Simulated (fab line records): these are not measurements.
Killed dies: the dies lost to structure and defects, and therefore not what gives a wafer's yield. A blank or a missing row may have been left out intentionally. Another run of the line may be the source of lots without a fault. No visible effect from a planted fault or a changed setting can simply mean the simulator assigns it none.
fab line records :: flow rit_cmos
record:
  lots: 6
  wafers: 18
  last_day: 7
route steps=202 shown NLDD@105 PLDD@114 M1@202
lots untouched by any fault: they come from a run of this same line in which no faults occurred
start_h: hours from the record's first day to the start of the lot's first wafer shown :: wait_h: time in hours since the lot's previous step :: " repeats the value in the row above :: L1.1+2: several wafers, shown together as one row :: - value missing, or start not given :: * or withheld: withheld :: < > ~ a bound
route shown NAME@n: names a module that has steps shown in the file, with the first one's number in the route :: usual: mean/standard deviation of fault-free wafers :: same: alike in all rows :: chamber/n: place in a boat :: sites: readings site by site :: _std_site: standard deviation of those values :: _edge_site: inner sites' mean taken away from outer sites' mean :: radius_mm: how far each site lies from the wafer's centre :: mask NAME#n: copy n :: behind: tool/chamber where the wafer was last shaped :: hold: what put the lot on hold/how long, in hours/how the hold closed :: device: the n, p or np transistor that did not switch :: end of line: the same wafers' tests at the end of the route :: where a step has no rows: the recipe by itself :: killed: count of dies lost to structure and defects at first sort (not the wafer's yield) :: map: shows each die of a wafer: x if killed, . if not, _ if none is there
set.NAME: the setting that was run; set.NAME@STEP: the one run at that earlier step :: model.NAME: the simulator's own value behind a step, which no gauge read
lots at some steps of the route; a table a step, a row a wafer
services: from which hour (start_h, from the record's first day; less than 0 if before it) a tool's chamber was out of use, for how many hours, and why
== steps ==
step: RIT_NLDD_SOFTBAKE_02
recipe:
  resist: NOVOLAK
  temp_c: 90
  time_s: 60
step: RIT_NLDD_EXPOSE_03
recipe:
  mask_id: M7
  na: 0.57
  target_cd_nm: 40700
  dose_mj: 250
step: RIT_NLDD_PEB_04
recipe:
  resist: NOVOLAK
  temp_c: withheld
  time_s: withheld
step: RIT_NLDD_DEVELOP_05
recipe:
  resist: NOVOLAK
  develop_time_s: 50
  dev_temp_c: 23
step: RIT_NLDD_OVL_MEAS_06
usual:
  NLDD_OVL: 0.6/1.3
lot.wafer: L164.2
tool: overlay-02
chamber: -
start_h: 70.64
wait_h: -
NLDD_OVL[nm]: 0.9

lot.wafer: L164.3
tool: overlay-02
chamber: -
start_h: 70.64
wait_h: -
NLDD_OVL[nm]: -0.2

lot.wafer: L164.5
tool: overlay-02
chamber: -
start_h: 70.64
wait_h: -
NLDD_OVL[nm]: -0.1

lot.wafer: L172.3
tool: overlay-02
chamber: -
start_h: 112.54
wait_h: -
NLDD_OVL[nm]: 1.7

lot.wafer: L172.4
tool: overlay-02
chamber: -
start_h: 112.54
wait_h: -
NLDD_OVL[nm]: 0.2

lot.wafer: L172.6
tool: overlay-02
chamber: -
start_h: 112.54
wait_h: -
NLDD_OVL[nm]: 1.6

lot.wafer: L174.1
tool: overlay-02
chamber: -
start_h: 121.64
wait_h: -
NLDD_OVL[nm]: 0.9

lot.wafer: L174.3
tool: overlay-02
chamber: -
start_h: 121.64
wait_h: -
NLDD_OVL[nm]: 1.8

lot.wafer: L174.5
tool: overlay-02
chamber: -
start_h: 121.64
wait_h: -
NLDD_OVL[nm]: 1.6

lot.wafer: L175.3
tool: overlay-01
chamber: -
start_h: 127.02
wait_h: -
NLDD_OVL[nm]: 0.9

lot.wafer: L175.4
tool: overlay-01
chamber: -
start_h: 127.02
wait_h: -
NLDD_OVL[nm]: 2.3

lot.wafer: L175.5
tool: overlay-01
chamber: -
start_h: 127.02
wait_h: -
NLDD_OVL[nm]: 1.6

lot.wafer: L176.2
tool: overlay-02
chamber: -
start_h: 133.51
wait_h: -
NLDD_OVL[nm]: 1.8

lot.wafer: L176.5
tool: overlay-02
chamber: -
start_h: 133.51
wait_h: -
NLDD_OVL[nm]: 2.0

lot.wafer: L176.6
tool: overlay-02
chamber: -
start_h: 133.51
wait_h: -
NLDD_OVL[nm]: 3.1

lot.wafer: L180.3
tool: overlay-01
chamber: -
start_h: 152.71
wait_h: -
NLDD_OVL[nm]: 3.1

lot.wafer: L180.4
tool: overlay-01
chamber: -
start_h: 152.71
wait_h: -
NLDD_OVL[nm]: 2.0

lot.wafer: L180.5
tool: overlay-01
chamber: -
start_h: 152.71
wait_h: -
NLDD_OVL[nm]: 2.4
step: RIT_NLDD_HARDBAKE_07
recipe:
  resist: NOVOLAK
  temp_c: 140
  time_s: 60
step: RIT_NLDD_IMPLANT_08
recipe:
  species: P
  energy_kev: 20
  dose_cm2: 5e+14
  tilt_deg: 7
step: RIT_NLDD_STRIP_09
recipe:
  chemistry: O2
  time_s: 180
  resist: NOVOLAK
  platen_temp_c: withheld
  power_w: 500
  pressure_mtorr: 4000
  o2_flow_sccm: 4000
usual:
  drypump_motor_current_A: 5.43/0.23
lot.wafer: L164.2
tool: plasma_asher-03
chamber: 1
start_h: 70.97
wait_h: 0.1
drypump_motor_current_A: 5.39
rf_hours_counter_h: 42

lot.wafer: L164.3
tool: plasma_asher-03
chamber: 0
start_h: 70.97
wait_h: 0.1
drypump_motor_current_A: 5.95
rf_hours_counter_h: -

lot.wafer: L164.5
tool: plasma_asher-03
chamber: 0
start_h: 70.97
wait_h: 0.1
drypump_motor_current_A: 6.00
rf_hours_counter_h: -

lot.wafer: L172.3
tool: plasma_asher-04
chamber: 0
start_h: 112.92
wait_h: 0.1
drypump_motor_current_A: 5.37
rf_hours_counter_h: -

lot.wafer: L172.4
tool: plasma_asher-04
chamber: 1
start_h: 112.92
wait_h: 0.1
drypump_motor_current_A: 5.30
rf_hours_counter_h: -

lot.wafer: L172.6
tool: plasma_asher-04
chamber: 0
start_h: 112.92
wait_h: 0.1
drypump_motor_current_A: 5.40
rf_hours_counter_h: -

lot.wafer: L174.1
tool: plasma_asher-04
chamber: 0
start_h: 121.98
wait_h: 0.1
drypump_motor_current_A: 5.37
rf_hours_counter_h: 33

lot.wafer: L174.3
tool: plasma_asher-04
chamber: 0
start_h: 121.98
wait_h: 0.1
drypump_motor_current_A: 5.38
rf_hours_counter_h: -

lot.wafer: L174.5
tool: plasma_asher-04
chamber: 0
start_h: 121.98
wait_h: 0.1
drypump_motor_current_A: 5.38
rf_hours_counter_h: -

lot.wafer: L175.3
tool: plasma_asher-04
chamber: 0
start_h: 127.40
wait_h: 0.1
drypump_motor_current_A: 5.38
rf_hours_counter_h: -

lot.wafer: L175.4
tool: plasma_asher-04
chamber: 1
start_h: 127.40
wait_h: 0.1
drypump_motor_current_A: 5.27
rf_hours_counter_h: -

lot.wafer: L175.5
tool: plasma_asher-04
chamber: 1
start_h: 127.40
wait_h: 0.1
drypump_motor_current_A: 5.29
rf_hours_counter_h: -

lot.wafer: L176.2
tool: plasma_asher-01
chamber: 0
start_h: 133.90
wait_h: 0.1
drypump_motor_current_A: 5.37
rf_hours_counter_h: 2

lot.wafer: L176.5
tool: plasma_asher-01
chamber: 0
start_h: 133.90
wait_h: 0.1
drypump_motor_current_A: 5.35
rf_hours_counter_h: -

lot.wafer: L176.6
tool: plasma_asher-01
chamber: 1
start_h: 133.90
wait_h: 0.1
drypump_motor_current_A: 5.25
rf_hours_counter_h: -

lot.wafer: L180.3
tool: plasma_asher-03
chamber: 1
start_h: 153.09
wait_h: 0.1
drypump_motor_current_A: 5.40
rf_hours_counter_h: -

lot.wafer: L180.4
tool: plasma_asher-03
chamber: 0
start_h: 153.09
wait_h: 0.1
drypump_motor_current_A: 5.97
rf_hours_counter_h: -

lot.wafer: L180.5
tool: plasma_asher-03
chamber: 1
start_h: 153.09
wait_h: 0.1
drypump_motor_current_A: 5.38
rf_hours_counter_h: -
step: RIT_NLDD_TW_MEAS_10
usual:
  NLDD_TW: 2461/14
lot.wafer: L164.2
tool: film_metro-03
chamber: -
start_h: 71.16
wait_h: 0.1
NLDD_TW: 2477

lot.wafer: L164.3
tool: film_metro-03
chamber: -
start_h: 71.16
wait_h: 0.1
NLDD_TW: 2465

lot.wafer: L164.5
tool: film_metro-03
chamber: -
start_h: 71.16
wait_h: 0.1
NLDD_TW: 2461

lot.wafer: L172.3
tool: film_metro-02
chamber: -
start_h: 113.06
wait_h: 0.1
NLDD_TW: 2465

lot.wafer: L172.4
tool: film_metro-02
chamber: -
start_h: 113.06
wait_h: 0.1
NLDD_TW: 2461

lot.wafer: L172.6
tool: film_metro-02
chamber: -
start_h: 113.06
wait_h: 0.1
NLDD_TW: 2465

lot.wafer: L174.1
tool: film_metro-02
chamber: -
start_h: 122.16
wait_h: 0.1
NLDD_TW: 2463

lot.wafer: L174.3
tool: film_metro-02
chamber: -
start_h: 122.16
wait_h: 0.1
NLDD_TW: 2445

lot.wafer: L174.5
tool: film_metro-02
chamber: -
start_h: 122.16
wait_h: 0.1
NLDD_TW: 2451

lot.wafer: L175.3
tool: film_metro-03
chamber: -
start_h: 127.54
wait_h: 0.1
NLDD_TW: 2475

lot.wafer: L175.4
tool: film_metro-03
chamber: -
start_h: 127.54
wait_h: 0.1
NLDD_TW: 2487

lot.wafer: L175.5
tool: film_metro-03
chamber: -
start_h: 127.54
wait_h: 0.1
NLDD_TW: 2483

lot.wafer: L176.2
tool: film_metro-02
chamber: -
start_h: 134.09
wait_h: 0.1
NLDD_TW: 2441

lot.wafer: L176.5
tool: film_metro-02
chamber: -
start_h: 134.09
wait_h: 0.1
NLDD_TW: 2463

lot.wafer: L176.6
tool: film_metro-02
chamber: -
start_h: 134.09
wait_h: 0.1
NLDD_TW: 2462

lot.wafer: L180.3
tool: film_metro-02
chamber: -
start_h: 153.23
wait_h: 0.1
NLDD_TW: 2453

lot.wafer: L180.4
tool: film_metro-02
chamber: -
start_h: 153.23
wait_h: 0.1
NLDD_TW: 2463

lot.wafer: L180.5
tool: film_metro-02
chamber: -
start_h: 153.23
wait_h: 0.1
NLDD_TW: 2453
step: RIT_PLDD_HMDS_00
recipe:
  prime_time_s: 60
  prime_temp_c: 140
step: RIT_PLDD_COAT_01
recipe:
  resist: NOVOLAK
  spin_rpm: 3250
  resist_thk_nm: 1000
step: RIT_PLDD_SOFTBAKE_02
recipe:
  resist: NOVOLAK
  temp_c: 90
  time_s: 60
step: RIT_PLDD_EXPOSE_03
recipe:
  mask_id: M8
  na: 0.57
  target_cd_nm: 40900
  dose_mj: 250
usual:
  focus_offset_nm: 0.1/0.6
lot.wafer: L164.2
tool: iline_stepper-01
chamber: 0
start_h: 71.68
wait_h: 0.1
mask: M8#0
focus_offset_nm: -0.5
model.PLDD.overlay_x_nm: -0.09927

lot.wafer: L164.3
tool: iline_stepper-01
chamber: 0
start_h: 71.68
wait_h: 0.1
mask: M8#0
focus_offset_nm: -1.1
model.PLDD.overlay_x_nm: -0.09927

lot.wafer: L164.5
tool: iline_stepper-01
chamber: 0
start_h: 71.68
wait_h: 0.1
mask: M8#0
focus_offset_nm: -0.4
model.PLDD.overlay_x_nm: -0.09927

lot.wafer: L172.3
tool: iline_stepper-02
chamber: 0
start_h: 113.71
wait_h: 0.2
mask: M8#0
focus_offset_nm: 0.4
model.PLDD.overlay_x_nm: -0.8055

lot.wafer: L172.4
tool: iline_stepper-02
chamber: 0
start_h: 113.71
wait_h: 0.2
mask: M8#0
focus_offset_nm: -0.1
model.PLDD.overlay_x_nm: -0.8055

lot.wafer: L172.6
tool: iline_stepper-02
chamber: 0
start_h: 113.71
wait_h: 0.2
mask: M8#0
focus_offset_nm: -1.1
model.PLDD.overlay_x_nm: -0.8055

lot.wafer: L174.1
tool: iline_stepper-02
chamber: 0
start_h: 122.79
wait_h: 0.2
mask: M8#0
focus_offset_nm: 0.4
model.PLDD.overlay_x_nm: -149.1

lot.wafer: L174.3
tool: iline_stepper-02
chamber: 0
start_h: 122.79
wait_h: 0.2
mask: M8#0
focus_offset_nm: -0.1
model.PLDD.overlay_x_nm: -149.1

lot.wafer: L174.5
tool: iline_stepper-02
chamber: 0
start_h: 122.79
wait_h: 0.2
mask: M8#0
focus_offset_nm: -0.4
model.PLDD.overlay_x_nm: -149.1

lot.wafer: L175.3
tool: iline_stepper-02
chamber: 0
start_h: 128.09
wait_h: 0.1
mask: M8#0
focus_offset_nm: 0.9
model.PLDD.overlay_x_nm: -148.6

lot.wafer: L175.4
tool: iline_stepper-02
chamber: 0
start_h: 128.09
wait_h: 0.1
mask: M8#0
focus_offset_nm: 0.3
model.PLDD.overlay_x_nm: -148.6

lot.wafer: L175.5
tool: iline_stepper-02
chamber: 0
start_h: 128.09
wait_h: 0.1
mask: M8#0
focus_offset_nm: 0.3
model.PLDD.overlay_x_nm: -148.6

lot.wafer: L176.2
tool: iline_stepper-01
chamber: 0
start_h: 134.73
wait_h: 0.2
mask: M8#0
focus_offset_nm: 1.2
model.PLDD.overlay_x_nm: -1.136

lot.wafer: L176.5
tool: iline_stepper-01
chamber: 0
start_h: 134.73
wait_h: 0.2
mask: M8#0
focus_offset_nm: -0.1
model.PLDD.overlay_x_nm: -1.136

lot.wafer: L176.6
tool: iline_stepper-01
chamber: 0
start_h: 134.73
wait_h: 0.2
mask: M8#0
focus_offset_nm: 0.0
model.PLDD.overlay_x_nm: -1.136

lot.wafer: L180.3
tool: iline_stepper-01
chamber: 0
start_h: 153.76
wait_h: 0.1
mask: M8#0
focus_offset_nm: -0.4
model.PLDD.overlay_x_nm: -3.216

lot.wafer: L180.4
tool: iline_stepper-01
chamber: 0
start_h: 153.76
wait_h: 0.1
mask: M8#0
focus_offset_nm: -0.4
model.PLDD.overlay_x_nm: -3.216

lot.wafer: L180.5
tool: iline_stepper-01
chamber: 0
start_h: 153.76
wait_h: 0.1
mask: M8#0
focus_offset_nm: -0.3
model.PLDD.overlay_x_nm: -3.216
step: RIT_PLDD_PEB_04
recipe:
  resist: NOVOLAK
  temp_c: withheld
  time_s: withheld
step: RIT_PLDD_DEVELOP_05
recipe:
  resist: NOVOLAK
  develop_time_s: 50
  dev_temp_c: 23.98
step: RIT_PLDD_OVL_MEAS_06
usual:
  PLDD_OVL: 0.4/1.4
lot.wafer: L164.2
tool: overlay-02
chamber: -
start_h: 72.07
wait_h: -
PLDD_OVL[nm]: 0.5

lot.wafer: L164.3
tool: overlay-02
chamber: -
start_h: 72.07
wait_h: -
PLDD_OVL[nm]: -1.1

lot.wafer: L164.5
tool: overlay-02
chamber: -
start_h: 72.07
wait_h: -
PLDD_OVL[nm]: 0.5

lot.wafer: L172.3
tool: overlay-02
chamber: -
start_h: 114.08
wait_h: -
PLDD_OVL[nm]: -0.4

lot.wafer: L172.4
tool: overlay-02
chamber: -
start_h: 114.08
wait_h: -
PLDD_OVL[nm]: -0.4

lot.wafer: L172.6
tool: overlay-02
chamber: -
start_h: 114.08
wait_h: -
PLDD_OVL[nm]: -0.4

lot.wafer: L174.1
tool: overlay-01
chamber: -
start_h: 123.19
wait_h: -
PLDD_OVL[nm]: -147.2

lot.wafer: L174.3
tool: overlay-01
chamber: -
start_h: 123.19
wait_h: -
PLDD_OVL[nm]: -147.6

lot.wafer: L174.5
tool: overlay-01
chamber: -
start_h: 123.19
wait_h: -
PLDD_OVL[nm]: -147.7

lot.wafer: L175.3
tool: overlay-01
chamber: -
start_h: 128.46
wait_h: -
PLDD_OVL[nm]: -148.4

lot.wafer: L175.4
tool: overlay-01
chamber: -
start_h: 128.46
wait_h: -
PLDD_OVL[nm]: -148.5

lot.wafer: L175.5
tool: overlay-01
chamber: -
start_h: 128.46
wait_h: -
PLDD_OVL[nm]: -146.9

lot.wafer: L176.2
tool: overlay-02
chamber: -
start_h: 135.12
wait_h: -
PLDD_OVL[nm]: 0.1

lot.wafer: L176.5
tool: overlay-02
chamber: -
start_h: 135.12
wait_h: -
PLDD_OVL[nm]: -0.7

lot.wafer: L176.6
tool: overlay-02
chamber: -
start_h: 135.12
wait_h: -
PLDD_OVL[nm]: -0.7

lot.wafer: L180.3
tool: overlay-01
chamber: -
start_h: 154.13
wait_h: -
PLDD_OVL[nm]: -2.8

lot.wafer: L180.4
tool: overlay-01
chamber: -
start_h: 154.13
wait_h: -
PLDD_OVL[nm]: -3.1

lot.wafer: L180.5
tool: overlay-01
chamber: -
start_h: 154.13
wait_h: -
PLDD_OVL[nm]: -2.7
step: RIT_PLDD_HARDBAKE_07
recipe:
  resist: NOVOLAK
  temp_c: 140
  time_s: 60
step: RIT_M1_PROBE_99
usual:
  killed_at_M0_to_M3: 0.0/0.16
  killed_at_contacts: 0.1/0.25
  killed_at_front_end: 7/3.1
  killed_dies: 7/3.1
  killed_open: 3.6/2
  killed_short: 3.5/2
same:
  gross_dies: 264
  killed_at_M4_up: 0
  killed_at_back_side: 0
  killed_at_other: 0
lot.wafer: L164.2
tool: prober-02
chamber: -
start_h: 86.34
wait_h: 0.1
killed_at_M0_to_M3: 0
killed_at_contacts: 0
killed_at_front_end: 5
killed_dies: 5
killed_open: 2
killed_short: 3
model.etest.pldd.width_nm: 3175

lot.wafer: L164.3
tool: prober-02
chamber: -
start_h: 86.39
wait_h: 0.2
killed_at_M0_to_M3: 0
killed_at_contacts: 0
killed_at_front_end: 7
killed_dies: 7
killed_open: 4
killed_short: 3
model.etest.pldd.width_nm: 3160

lot.wafer: L164.5
tool: prober-02
chamber: -
start_h: 86.49
wait_h: 0.2
killed_at_M0_to_M3: 0
killed_at_contacts: 0
killed_at_front_end: 4
killed_dies: 4
killed_open: 0
killed_short: 4
model.etest.pldd.width_nm: 3192

lot.wafer: L172.3
tool: prober-02
chamber: -
start_h: 128.95
wait_h: 0.2
killed_at_M0_to_M3: 0
killed_at_contacts: 0
killed_at_front_end: 4
killed_dies: 4
killed_open: 2
killed_short: 2
model.etest.pldd.width_nm: 3179

lot.wafer: L172.4
tool: prober-02
chamber: -
start_h: 129.00
wait_h: 0.2
killed_at_M0_to_M3: 0
killed_at_contacts: 0
killed_at_front_end: 12
killed_dies: 12
killed_open: 6
killed_short: 6
model.etest.pldd.width_nm: 3182

lot.wafer: L172.6
tool: prober-02
chamber: -
start_h: 129.10
wait_h: 0.2
killed_at_M0_to_M3: 0
killed_at_contacts: 0
killed_at_front_end: 4
killed_dies: 4
killed_open: 2
killed_short: 2
model.etest.pldd.width_nm: 3175

lot.wafer: L174.1
tool: prober-02
chamber: -
start_h: 139.66
wait_h: 0.1
killed_at_M0_to_M3: 0
killed_at_contacts: 0
killed_at_front_end: 10
killed_dies: 10
killed_open: 6
killed_short: 4
model.etest.pldd.width_nm: 3095

lot.wafer: L174.3
tool: prober-02
chamber: -
start_h: 139.76
wait_h: 0.2
killed_at_M0_to_M3: 1
killed_at_contacts: 0
killed_at_front_end: 13
killed_dies: 14
killed_open: 4
killed_short: 10
model.etest.pldd.width_nm: 3096

lot.wafer: L174.5
tool: prober-02
chamber: -
start_h: 139.86
wait_h: 0.2
killed_at_M0_to_M3: 0
killed_at_contacts: 0
killed_at_front_end: 4
killed_dies: 4
killed_open: 0
killed_short: 4
model.etest.pldd.width_nm: 3105

lot.wafer: L175.3
tool: prober-01
chamber: -
start_h: 142.82
wait_h: 0.2
killed_at_M0_to_M3: 0
killed_at_contacts: 0
killed_at_front_end: 9
killed_dies: 9
killed_open: 7
killed_short: 2
model.etest.pldd.width_nm: 3093

lot.wafer: L175.4
tool: prober-01
chamber: -
start_h: 142.87
wait_h: 0.2
killed_at_M0_to_M3: 0
killed_at_contacts: 0
killed_at_front_end: 5
killed_dies: 5
killed_open: 3
killed_short: 2
model.etest.pldd.width_nm: 3091

lot.wafer: L175.5
tool: prober-01
chamber: -
start_h: 142.92
wait_h: 0.2
killed_at_M0_to_M3: 0
killed_at_contacts: 0
killed_at_front_end: 10
killed_dies: 10
killed_open: 5
killed_short: 5
model.etest.pldd.width_nm: 3103

lot.wafer: L176.2
tool: prober-02
chamber: -
start_h: 149.90
wait_h: 0.1
killed_at_M0_to_M3: 0
killed_at_contacts: 0
killed_at_front_end: 2
killed_dies: 2
killed_open: 2
killed_short: 0
model.etest.pldd.width_nm: 3179

lot.wafer: L176.5
tool: prober-02
chamber: -
start_h: 150.05
wait_h: 0.2
killed_at_M0_to_M3: 0
killed_at_contacts: 0
killed_at_front_end: 11
killed_dies: 11
killed_open: 6
killed_short: 5
model.etest.pldd.width_nm: 3182

lot.wafer: L176.6
tool: prober-02
chamber: -
start_h: 150.10
wait_h: 0.2
killed_at_M0_to_M3: 0
killed_at_contacts: 1
killed_at_front_end: 8
killed_dies: 9
killed_open: 6
killed_short: 3
model.etest.pldd.width_nm: 3191

lot.wafer: L180.3
tool: prober-02
chamber: -
start_h: 168.27
wait_h: 0.2
killed_at_M0_to_M3: 0
killed_at_contacts: 0
killed_at_front_end: 5
killed_dies: 5
killed_open: 4
killed_short: 1
model.etest.pldd.width_nm: 3164

lot.wafer: L180.4
tool: prober-02
chamber: -
start_h: 168.32
wait_h: 0.2
killed_at_M0_to_M3: 0
killed_at_contacts: 0
killed_at_front_end: 3
killed_dies: 3
killed_open: 0
killed_short: 3
model.etest.pldd.width_nm: 3182

lot.wafer: L180.5
tool: prober-02
chamber: -
start_h: 168.37
wait_h: 0.2
killed_at_M0_to_M3: 0
killed_at_contacts: 0
killed_at_front_end: 7
killed_dies: 7
killed_open: 3
killed_short: 4
model.etest.pldd.width_nm: 3173
killed by level:class
L164.2 GATE:geometric_particle:short=2 GATE:geometric_particle:open=1 REOX:geometric_particle:open=1 SILICIDE:geometric_particle:short=1
L164.3 GATE:geometric_particle:open=2 FOX1:geometric_particle:open=1 FOX2:geometric_particle:short=1 REOX:geometric_particle:short=1 REOX:geometric_particle:open=1 SPACER:geometric_particle:short=1
L164.5 FOX1:geometric_particle:short=2 GATE:geometric_particle:short=1 SILICIDE:geometric_particle:short=1
L172.3 FOX1:geometric_particle:short=1 FOX2:geometric_particle:open=1 GATE:geometric_particle:open=1 SPACER:geometric_particle:short=1
L172.4 SPACER:geometric_particle:open=5 GATE:geometric_particle:short=4 SPACER:geometric_particle:short=2 REOX:geometric_particle:open=1
L172.6 REOX:geometric_particle:open=2 GATE:geometric_particle:short=1 SPACER:geometric_particle:short=1
L174.1 GATE:geometric_particle:short=3 GATE:geometric_particle:open=2 SPACER:geometric_particle:open=2 FOX1:geometric_particle:open=1 FOX2:geometric_particle:open=1 SILICIDE:geometric_particle:short=1
L174.3 SILICIDE:geometric_particle:short=3 FOX1:geometric_particle:short=2 GATE:geometric_particle:short=2 REOX:geometric_particle:short=2 SPACER:geometric_particle:open=2 GATE:geometric_particle:open=1 REOX:geometric_particle:open=1 M1:geometric_particle:short=1
L174.5 GATE:geometric_particle:short=2 REOX:geometric_particle:short=1 SILICIDE:geometric_particle:short=1
L175.3 REOX:geometric_particle:open=3 GATE:geometric_particle:open=2 FOX1:geometric_particle:open=1 GATE:geometric_particle:short=1 SPACER:geometric_particle:short=1 SILICIDE:geometric_particle:open=1
L175.4 GATE:geometric_particle:open=2 FOX1:geometric_particle:open=1 FOX2:geometric_particle:short=1 GATE:geometric_particle:short=1
L175.5 REOX:geometric_particle:open=2 GATE:geometric_particle:short=2 REOX:geometric_particle:short=2 SPACER:geometric_particle:open=2 SILICIDE:geometric_particle:open=1 SILICIDE:geometric_particle:short=1
L176.2 GATE:geometric_particle:open=2
L176.5 GATE:geometric_particle:short=4 GATE:geometric_particle:open=3 REOX:geometric_particle:open=2 FOX1:geometric_particle:open=1 REOX:geometric_particle:short=1
L176.6 REOX:geometric_particle:open=4 GATE:geometric_particle:open=1 REOX:geometric_particle:short=1 SILICIDE:geometric_particle:open=1 SILICIDE:geometric_particle:short=1 CONTACT:geometric_particle:short=1
L180.3 GATE:geometric_particle:open=2 REOX:geometric_particle:open=1 SILICIDE:geometric_particle:open=1 SILICIDE:geometric_particle:short=1
L180.4 GATE:geometric_particle:short=2 SILICIDE:geometric_particle:short=1
L180.5 GATE:geometric_particle:open=2 SILICIDE:geometric_particle:short=2 GATE:geometric_particle:short=1 SPACER:geometric_particle:short=1 SILICIDE:geometric_particle:open=1
== services ==
tool: plasma_asher-04
chamber: -
start_h: 59.66
hours: 0.8
kind: repair

tool: plasma_asher-01
chamber: -
start_h: 77.77
hours: 2.8
kind: pm

tool: iline_stepper-02
chamber: -
start_h: 96.81
hours: 14.0
kind: repair

tool: plasma_asher-01
chamber: -
start_h: 108.75
hours: 9.0
kind: pm

tool: plasma_asher-01
chamber: 0
start_h: 108.75
hours: 9.0
kind: vent_cycle

tool: plasma_asher-01
chamber: 1
start_h: 108.75
hours: 9.0
kind: vent_cycle

tool: iline_stepper-01
chamber: -
start_h: 110.81
hours: 1.7
kind: pm

tool: plasma_asher-01
chamber: 0
start_h: 117.75
hours: -
kind: clean

tool: plasma_asher-01
chamber: 1
start_h: 117.75
hours: -
kind: clean

tool: plasma_asher-03
chamber: -
start_h: 142.47
hours: 3.9
kind: repair
== key ==
first_sign:
  step: RIT_PLDD_OVL_MEAS_06
  reading: PLDD_OVL
  direction: down
  sigmas: 99+
  usual: 0.4
  struck: -147.7
effect none on later readings
model_effect:
  step: RIT_PLDD_EXPOSE_03
  value: PLDD.overlay_x_nm
  without: 1.186
  struck: -148.8
model_effect:
  step: RIT_M1_PROBE_99
  value: etest.pldd.width_nm
  without: 3157
  struck: 3097
met_at RIT_PLDD_EXPOSE_03
struck_wafers L174.1,L174.3,L174.5,L175.3,L175.4,L175.5
tester_left_out L174,L175
onset_between 113.71 122.79
also_fits RIT_NLDD_STRIP_09:plasma_asher-04
fault:
  kind: scanner_matching_overlay
  tool: iline_stepper-02
  chamber: -
  onset_h: 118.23
  steps: RIT_PLDD_EXPOSE_03
  offset: -150
tester_left_out: of these lots the tester's yield and bins aren't shown, on N5 and GAA mostly nor the transistor test; their killed dies are dies lost to structure and defects alone, not to doping, threshold or leakage, so they don't give the yield
